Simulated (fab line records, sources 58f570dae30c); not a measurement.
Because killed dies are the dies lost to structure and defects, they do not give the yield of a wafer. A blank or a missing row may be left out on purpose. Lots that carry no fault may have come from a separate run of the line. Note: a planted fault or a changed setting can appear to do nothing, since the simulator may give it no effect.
fab line records / flow berkeleyCmos170
record lots=5 wafers=23
route steps=331 shown M3@310
startH: hours from the record's opening day to when the first of the lot's shown wafers began / waitH: hours from the lot's prior step to this one / " same as the row above / L1.1+2: one row covering several wafers at once / - no value, or no start given / * or withheld: withheld / < > ~ a bound
route shown NAME@n: a module of which the file shows steps, and the number in the route of the first / usual: the fault-free wafers' mean and standard deviation / same: alike in all rows / chamber/n: place in a boat / sites: the reading at each site / _std_site: the values' standard deviation / _edge_site: mean of outer sites minus mean of inner sites / radiusMm: for every site, how far away it sits from the centre of the wafer / mask NAME#n: copy n / behind: tool/chamber where the wafer was last shaped / hold: cause of the lot's hold/its duration in hours/its outcome / device: the n, p or np transistor that did not switch / end of line: tests run on the same wafers once the route is complete / step lacking rows: just its recipe / killed: count of dies lost to structure and defects at first sort (not the wafer's yield) / map: dies across one wafer; x = killed, . = not, _ = none there
set.NAME: setting as actually run; set.NAME@STEP: the setting as run at that earlier step / model.NAME: the simulator's own value behind a step, which no gauge read
lots with deliberately changed settings; one table per step, one row per wafer
## steps
# step UCB170_M3_SPUTTER_01
# recipe material=Al targetThkNm=900 timeS=120 powerW=6000 chamberPressurePa=0.5
lot.wafer=L074.1 tool=pvdSputter-02 chamber=- startH=146.32 waitH=0.0 set.timeS=120 model.Al_of_M3_SPUTTER_01.thkNm=900
lot.wafer=L074.2 tool=pvdSputter-02 chamber=- startH=146.32 waitH=0.0 set.timeS=120 model.Al_of_M3_SPUTTER_01.thkNm=908.3
lot.wafer=L074.3 tool=pvdSputter-02 chamber=- startH=146.32 waitH=0.0 set.timeS=120 model.Al_of_M3_SPUTTER_01.thkNm=897.2
lot.wafer=L076.1 tool=pvdSputter-04 chamber=- startH=160.45 waitH=0.0 set.timeS=126.6 model.Al_of_M3_SPUTTER_01.thkNm=939.5
lot.wafer=L076.2 tool=pvdSputter-04 chamber=- startH=160.45 waitH=0.0 set.timeS=120 model.Al_of_M3_SPUTTER_01.thkNm=888.5
lot.wafer=L076.3 tool=pvdSputter-04 chamber=- startH=160.45 waitH=0.0 set.timeS=126.6 model.Al_of_M3_SPUTTER_01.thkNm=945.4
lot.wafer=L076.4 tool=pvdSputter-04 chamber=- startH=160.45 waitH=0.0 set.timeS=120 model.Al_of_M3_SPUTTER_01.thkNm=878.3
lot.wafer=L076.6 tool=pvdSputter-04 chamber=- startH=160.45 waitH=0.0 set.timeS=126.6 model.Al_of_M3_SPUTTER_01.thkNm=947.5
lot.wafer=L077.1 tool=pvdSputter-01 chamber=- startH=169.91 waitH=0.0 set.timeS=135 model.Al_of_M3_SPUTTER_01.thkNm=1000
lot.wafer=L077.3 tool=pvdSputter-01 chamber=- startH=169.91 waitH=0.0 set.timeS=120 model.Al_of_M3_SPUTTER_01.thkNm=891.7
lot.wafer=L077.4 tool=pvdSputter-01 chamber=- startH=169.91 waitH=0.0 set.timeS=120 model.Al_of_M3_SPUTTER_01.thkNm=893
lot.wafer=L077.5 tool=pvdSputter-01 chamber=- startH=169.91 waitH=0.0 set.timeS=120 model.Al_of_M3_SPUTTER_01.thkNm=884.5
lot.wafer=L077.6 tool=pvdSputter-01 chamber=- startH=169.91 waitH=0.0 set.timeS=135 model.Al_of_M3_SPUTTER_01.thkNm=1002
lot.wafer=L081.2 tool=pvdSputter-02 chamber=- startH=190.52 waitH=0.0 set.timeS=110.2 model.Al_of_M3_SPUTTER_01.thkNm=820.7
lot.wafer=L081.3 tool=pvdSputter-02 chamber=- startH=190.52 waitH=0.0 set.timeS=110.2 model.Al_of_M3_SPUTTER_01.thkNm=820.1
lot.wafer=L081.4 tool=pvdSputter-02 chamber=- startH=190.52 waitH=0.0 set.timeS=120 model.Al_of_M3_SPUTTER_01.thkNm=897.7
lot.wafer=L081.5 tool=pvdSputter-02 chamber=- startH=190.52 waitH=0.0 set.timeS=110.2 model.Al_of_M3_SPUTTER_01.thkNm=818
lot.wafer=L081.6 tool=pvdSputter-02 chamber=- startH=190.52 waitH=0.0 set.timeS=120 model.Al_of_M3_SPUTTER_01.thkNm=883.2
lot.wafer=L082.2 tool=pvdSputter-01 chamber=- startH=191.62 waitH=0.0 set.timeS=114.2 model.Al_of_M3_SPUTTER_01.thkNm=837.8
lot.wafer=L082.3 tool=pvdSputter-01 chamber=- startH=191.62 waitH=0.0 set.timeS=120 model.Al_of_M3_SPUTTER_01.thkNm=878.1
lot.wafer=L082.4 tool=pvdSputter-01 chamber=- startH=191.62 waitH=0.0 set.timeS=114.2 model.Al_of_M3_SPUTTER_01.thkNm=841.6
lot.wafer=L082.5 tool=pvdSputter-01 chamber=- startH=191.62 waitH=0.0 set.timeS=120 model.Al_of_M3_SPUTTER_01.thkNm=886.4
lot.wafer=L082.6 tool=pvdSputter-01 chamber=- startH=191.62 waitH=0.0 set.timeS=120 model.Al_of_M3_SPUTTER_01.thkNm=882.4
# step UCB170_M3_RS_MEAS_02
# recipe thkMeasGauge=four-point-probe reads=Al_of_M3_SPUTTER_01
# usual M3_AL_RS=0.0324/0.00032
lot.wafer=L074.1 tool=filmMetro-03 chamber=- startH=146.40 waitH=0.0 set.timeS@M3_SPUTTER_01=120 M3_AL_RS[ohm/sq]=0.0322
lot.wafer=L074.2 tool=filmMetro-03 chamber=- startH=146.40 waitH=0.0 set.timeS@M3_SPUTTER_01=120 M3_AL_RS[ohm/sq]=0.0319
lot.wafer=L074.3 tool=filmMetro-03 chamber=- startH=146.40 waitH=0.0 set.timeS@M3_SPUTTER_01=120 M3_AL_RS[ohm/sq]=0.0323
lot.wafer=L076.1 tool=filmMetro-02 chamber=- startH=160.54 waitH=0.0 set.timeS@M3_SPUTTER_01=126.6 M3_AL_RS[ohm/sq]=0.0307
lot.wafer=L076.2 tool=filmMetro-02 chamber=- startH=160.54 waitH=0.0 set.timeS@M3_SPUTTER_01=120 M3_AL_RS[ohm/sq]=0.0325
lot.wafer=L076.3 tool=filmMetro-02 chamber=- startH=160.54 waitH=0.0 set.timeS@M3_SPUTTER_01=126.6 M3_AL_RS[ohm/sq]=0.0306
lot.wafer=L076.4 tool=filmMetro-02 chamber=- startH=160.54 waitH=0.0 set.timeS@M3_SPUTTER_01=120 M3_AL_RS[ohm/sq]=0.0329
lot.wafer=L076.6 tool=filmMetro-02 chamber=- startH=160.54 waitH=0.0 set.timeS@M3_SPUTTER_01=126.6 M3_AL_RS[ohm/sq]=0.0304
lot.wafer=L077.1 tool=filmMetro-03 chamber=- startH=170.00 waitH=0.0 set.timeS@M3_SPUTTER_01=135 M3_AL_RS[ohm/sq]=0.0289
lot.wafer=L077.3 tool=filmMetro-03 chamber=- startH=170.00 waitH=0.0 set.timeS@M3_SPUTTER_01=120 M3_AL_RS[ohm/sq]=0.0325
lot.wafer=L077.4 tool=filmMetro-03 chamber=- startH=170.00 waitH=0.0 set.timeS@M3_SPUTTER_01=120 M3_AL_RS[ohm/sq]=0.0325
lot.wafer=L077.5 tool=filmMetro-03 chamber=- startH=170.00 waitH=0.0 set.timeS@M3_SPUTTER_01=120 M3_AL_RS[ohm/sq]=0.0328
lot.wafer=L077.6 tool=filmMetro-03 chamber=- startH=170.00 waitH=0.0 set.timeS@M3_SPUTTER_01=135 M3_AL_RS[ohm/sq]=0.0289
lot.wafer=L081.2 tool=filmMetro-04 chamber=- startH=190.62 waitH=0.1 set.timeS@M3_SPUTTER_01=110.2 M3_AL_RS[ohm/sq]=0.0353
lot.wafer=L081.3 tool=filmMetro-04 chamber=- startH=190.62 waitH=0.1 set.timeS@M3_SPUTTER_01=110.2 M3_AL_RS[ohm/sq]=0.0354
lot.wafer=L081.4 tool=filmMetro-04 chamber=- startH=190.62 waitH=0.1 set.timeS@M3_SPUTTER_01=120 M3_AL_RS[ohm/sq]=0.0322
lot.wafer=L081.5 tool=filmMetro-04 chamber=- startH=190.62 waitH=0.1 set.timeS@M3_SPUTTER_01=110.2 M3_AL_RS[ohm/sq]=0.0355
lot.wafer=L081.6 tool=filmMetro-04 chamber=- startH=190.62 waitH=0.1 set.timeS@M3_SPUTTER_01=120 M3_AL_RS[ohm/sq]=0.0328
lot.wafer=L082.2 tool=filmMetro-04 chamber=- startH=191.72 waitH=0.1 set.timeS@M3_SPUTTER_01=114.2 M3_AL_RS[ohm/sq]=0.0346
lot.wafer=L082.3 tool=filmMetro-04 chamber=- startH=191.72 waitH=0.1 set.timeS@M3_SPUTTER_01=120 M3_AL_RS[ohm/sq]=0.0330
lot.wafer=L082.4 tool=filmMetro-04 chamber=- startH=191.72 waitH=0.1 set.timeS@M3_SPUTTER_01=114.2 M3_AL_RS[ohm/sq]=0.0345
lot.wafer=L082.5 tool=filmMetro-04 chamber=- startH=191.72 waitH=0.1 set.timeS@M3_SPUTTER_01=120 M3_AL_RS[ohm/sq]=0.0328
lot.wafer=L082.6 tool=filmMetro-04 chamber=- startH=191.72 waitH=0.1 set.timeS@M3_SPUTTER_01=120 M3_AL_RS[ohm/sq]=0.0329
# step UCB170_M3_THK_MEAS_03
# recipe thkMeasGauge=xrf reads=Al_of_M3_SPUTTER_01
# usual M3_AL_THK=906/9.4
lot.wafer=L074.1 tool=filmMetro-03 chamber=- startH=146.52 waitH=0.1 set.timeS@M3_SPUTTER_01=120 M3_AL_THK[nm]=913
lot.wafer=L074.2 tool=filmMetro-03 chamber=- startH=146.52 waitH=0.1 set.timeS@M3_SPUTTER_01=120 M3_AL_THK[nm]=918
lot.wafer=L074.3 tool=filmMetro-03 chamber=- startH=146.52 waitH=0.1 set.timeS@M3_SPUTTER_01=120 M3_AL_THK[nm]=911
lot.wafer=L076.1 tool=filmMetro-02 chamber=- startH=160.66 waitH=0.1 set.timeS@M3_SPUTTER_01=126.6 M3_AL_THK[nm]=952
lot.wafer=L076.2 tool=filmMetro-02 chamber=- startH=160.66 waitH=0.1 set.timeS@M3_SPUTTER_01=120 M3_AL_THK[nm]=905
lot.wafer=L076.3 tool=filmMetro-02 chamber=- startH=160.66 waitH=0.1 set.timeS@M3_SPUTTER_01=126.6 M3_AL_THK[nm]=960
lot.wafer=L076.4 tool=filmMetro-02 chamber=- startH=160.66 waitH=0.1 set.timeS@M3_SPUTTER_01=120 M3_AL_THK[nm]=890
lot.wafer=L076.6 tool=filmMetro-02 chamber=- startH=160.66 waitH=0.1 set.timeS@M3_SPUTTER_01=126.6 M3_AL_THK[nm]=966
lot.wafer=L077.1 tool=filmMetro-03 chamber=- startH=170.12 waitH=0.1 set.timeS@M3_SPUTTER_01=135 M3_AL_THK[nm]=1011
lot.wafer=L077.3 tool=filmMetro-03 chamber=- startH=170.12 waitH=0.1 set.timeS@M3_SPUTTER_01=120 M3_AL_THK[nm]=904
lot.wafer=L077.4 tool=filmMetro-03 chamber=- startH=170.12 waitH=0.1 set.timeS@M3_SPUTTER_01=120 M3_AL_THK[nm]=900
lot.wafer=L077.5 tool=filmMetro-03 chamber=- startH=170.12 waitH=0.1 set.timeS@M3_SPUTTER_01=120 M3_AL_THK[nm]=894
lot.wafer=L077.6 tool=filmMetro-03 chamber=- startH=170.12 waitH=0.1 set.timeS@M3_SPUTTER_01=135 M3_AL_THK[nm]=1018
lot.wafer=L081.2 tool=filmMetro-04 chamber=- startH=190.73 waitH=0.1 set.timeS@M3_SPUTTER_01=110.2 M3_AL_THK[nm]=826
lot.wafer=L081.3 tool=filmMetro-04 chamber=- startH=190.73 waitH=0.1 set.timeS@M3_SPUTTER_01=110.2 M3_AL_THK[nm]=825
lot.wafer=L081.4 tool=filmMetro-04 chamber=- startH=190.73 waitH=0.1 set.timeS@M3_SPUTTER_01=120 M3_AL_THK[nm]=909
lot.wafer=L081.5 tool=filmMetro-04 chamber=- startH=190.73 waitH=0.1 set.timeS@M3_SPUTTER_01=110.2 M3_AL_THK[nm]=826
lot.wafer=L081.6 tool=filmMetro-04 chamber=- startH=190.73 waitH=0.1 set.timeS@M3_SPUTTER_01=120 M3_AL_THK[nm]=896
lot.wafer=L082.2 tool=filmMetro-04 chamber=- startH=191.83 waitH=0.1 set.timeS@M3_SPUTTER_01=114.2 M3_AL_THK[nm]=844
lot.wafer=L082.3 tool=filmMetro-04 chamber=- startH=191.83 waitH=0.1 set.timeS@M3_SPUTTER_01=120 M3_AL_THK[nm]=889
lot.wafer=L082.4 tool=filmMetro-04 chamber=- startH=191.83 waitH=0.1 set.timeS@M3_SPUTTER_01=114.2 M3_AL_THK[nm]=857
lot.wafer=L082.5 tool=filmMetro-04 chamber=- startH=191.83 waitH=0.1 set.timeS@M3_SPUTTER_01=120 M3_AL_THK[nm]=897
lot.wafer=L082.6 tool=filmMetro-04 chamber=- startH=191.83 waitH=0.1 set.timeS@M3_SPUTTER_01=120 M3_AL_THK[nm]=891
# step UCB170_M3_ETCH_17
# recipe chemistry=N2/H2 targetDepthA=withheld overetchA=withheld target=BARC timeS=withheld sourceW=500 biasW=100 pressureMtorr=30 n2FlowSccm=100 h2FlowSccm=200
lot.wafer=L074.1+2+3 tool=rieDiel-03 chamber=2,3,1 startH=151.54 waitH=0.0 set.sourceW=500
lot.wafer=L076.1+2+3+4+6 tool=rieDiel-01 chamber=1,2,0,3,3 startH=162.49 waitH=0.0 set.sourceW=500
lot.wafer=L077.1+5+6 tool=rieDiel-03 chamber=3,2,1 startH=172.14 waitH=0.0 set.sourceW=455.2
lot.wafer=L077.3+4 tool=rieDiel-03 chamber=0,1 startH=172.14 waitH=0.0 set.sourceW=500
lot.wafer=L081.2+6 tool=rieDiel-01 chamber=2,3 startH=192.70 waitH=0.0 set.sourceW=500
lot.wafer=L081.3+4+5 tool=rieDiel-01 chamber=1,3,0 startH=192.70 waitH=0.0 set.sourceW=453
lot.wafer=L082.2+3+4+5+6 tool=rieDiel-04 chamber=2,1,3,1,2 startH=193.72 waitH=0.0 set.sourceW=500
# step UCB170_M3_METAL_ETCH_18
# recipe chemistry=Cl2/BCl3 target=Al stopOn=SiO2 pressureMtorr=12 targetDepthA=11700 overEtchFrac=0.3 timeS=195 icpW=600 biasW=120 Cl2_flow_sccm=90 bcl3FlowSccm=45
# usual oesProductAu=0.850/0.0088
lot.wafer=L074.1 tool=rieMetal-02 chamber=1 startH=151.59 waitH=- set.timeS@M3_SPUTTER_01=120 oesProductAu=0.845
lot.wafer=L074.2 tool=rieMetal-02 chamber=0 startH=151.59 waitH=- set.timeS@M3_SPUTTER_01=120 oesProductAu=0.868
lot.wafer=L074.3 tool=rieMetal-02 chamber=1 startH=151.59 waitH=- set.timeS@M3_SPUTTER_01=120 oesProductAu=0.845
lot.wafer=L076.1 tool=rieMetal-01 chamber=0 startH=162.54 waitH=- set.timeS@M3_SPUTTER_01=126.6 oesProductAu=0.879
lot.wafer=L076.2 tool=rieMetal-01 chamber=1 startH=162.54 waitH=- set.timeS@M3_SPUTTER_01=120 oesProductAu=0.837
lot.wafer=L076.3 tool=rieMetal-01 chamber=1 startH=162.54 waitH=- set.timeS@M3_SPUTTER_01=126.6 oesProductAu=0.871
lot.wafer=L076.4 tool=rieMetal-01 chamber=0 startH=162.54 waitH=- set.timeS@M3_SPUTTER_01=120 oesProductAu=0.838
lot.wafer=L076.6 tool=rieMetal-01 chamber=0 startH=162.54 waitH=- set.timeS@M3_SPUTTER_01=126.6 oesProductAu=0.884
lot.wafer=L077.1 tool=rieMetal-01 chamber=1 startH=172.18 waitH=- set.timeS@M3_SPUTTER_01=135 oesProductAu=0.896
lot.wafer=L077.3 tool=rieMetal-01 chamber=0 startH=172.18 waitH=- set.timeS@M3_SPUTTER_01=120 oesProductAu=0.847
lot.wafer=L077.4 tool=rieMetal-01 chamber=1 startH=172.18 waitH=- set.timeS@M3_SPUTTER_01=120 oesProductAu=0.840
lot.wafer=L077.5 tool=rieMetal-01 chamber=1 startH=172.18 waitH=- set.timeS@M3_SPUTTER_01=120 oesProductAu=0.839
lot.wafer=L077.6 tool=rieMetal-01 chamber=0 startH=172.18 waitH=- set.timeS@M3_SPUTTER_01=135 oesProductAu=0.911
lot.wafer=L081.2 tool=rieMetal-01 chamber=1 startH=192.74 waitH=- set.timeS@M3_SPUTTER_01=110.2 oesProductAu=0.806
lot.wafer=L081.3 tool=rieMetal-01 chamber=0 startH=192.74 waitH=- set.timeS@M3_SPUTTER_01=110.2 oesProductAu=0.820
lot.wafer=L081.4 tool=rieMetal-01 chamber=1 startH=192.74 waitH=- set.timeS@M3_SPUTTER_01=120 oesProductAu=0.846
lot.wafer=L081.5 tool=rieMetal-01 chamber=0 startH=192.74 waitH=- set.timeS@M3_SPUTTER_01=110.2 oesProductAu=0.807
lot.wafer=L081.6 tool=rieMetal-01 chamber=1 startH=192.74 waitH=- set.timeS@M3_SPUTTER_01=120 oesProductAu=0.842
lot.wafer=L082.2 tool=rieMetal-02 chamber=0 startH=193.76 waitH=- set.timeS@M3_SPUTTER_01=114.2 oesProductAu=0.833
lot.wafer=L082.3 tool=rieMetal-02 chamber=1 startH=193.76 waitH=- set.timeS@M3_SPUTTER_01=120 oesProductAu=0.836
lot.wafer=L082.4 tool=rieMetal-02 chamber=0 startH=193.76 waitH=- set.timeS@M3_SPUTTER_01=114.2 oesProductAu=0.825
lot.wafer=L082.5 tool=rieMetal-02 chamber=0 startH=193.76 waitH=- set.timeS@M3_SPUTTER_01=120 oesProductAu=0.849
lot.wafer=L082.6 tool=rieMetal-02 chamber=1 startH=193.76 waitH=- set.timeS@M3_SPUTTER_01=120 oesProductAu=0.846
## key
split step=UCB170_M3_SPUTTER_01 setting=timeS stated=120 by=wafer
response step=UCB170_M3_SPUTTER_01 reading=model.Al_of_M3_SPUTTER_01.thkNm change=+9.07 per=1% r=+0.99
response step=UCB170_M3_RS_MEAS_02 reading=M3_AL_RS change=-0.000323 per=1% r=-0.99
response step=UCB170_M3_THK_MEAS_03 reading=M3_AL_THK change=+9.45 per=1% r=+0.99
response step=UCB170_M3_METAL_ETCH_18 reading=oesProductAu change=+0.0048 per=1% r=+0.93
split step=UCB170_M3_ETCH_17 setting=sourceW stated=500 by=wafer
response none clear
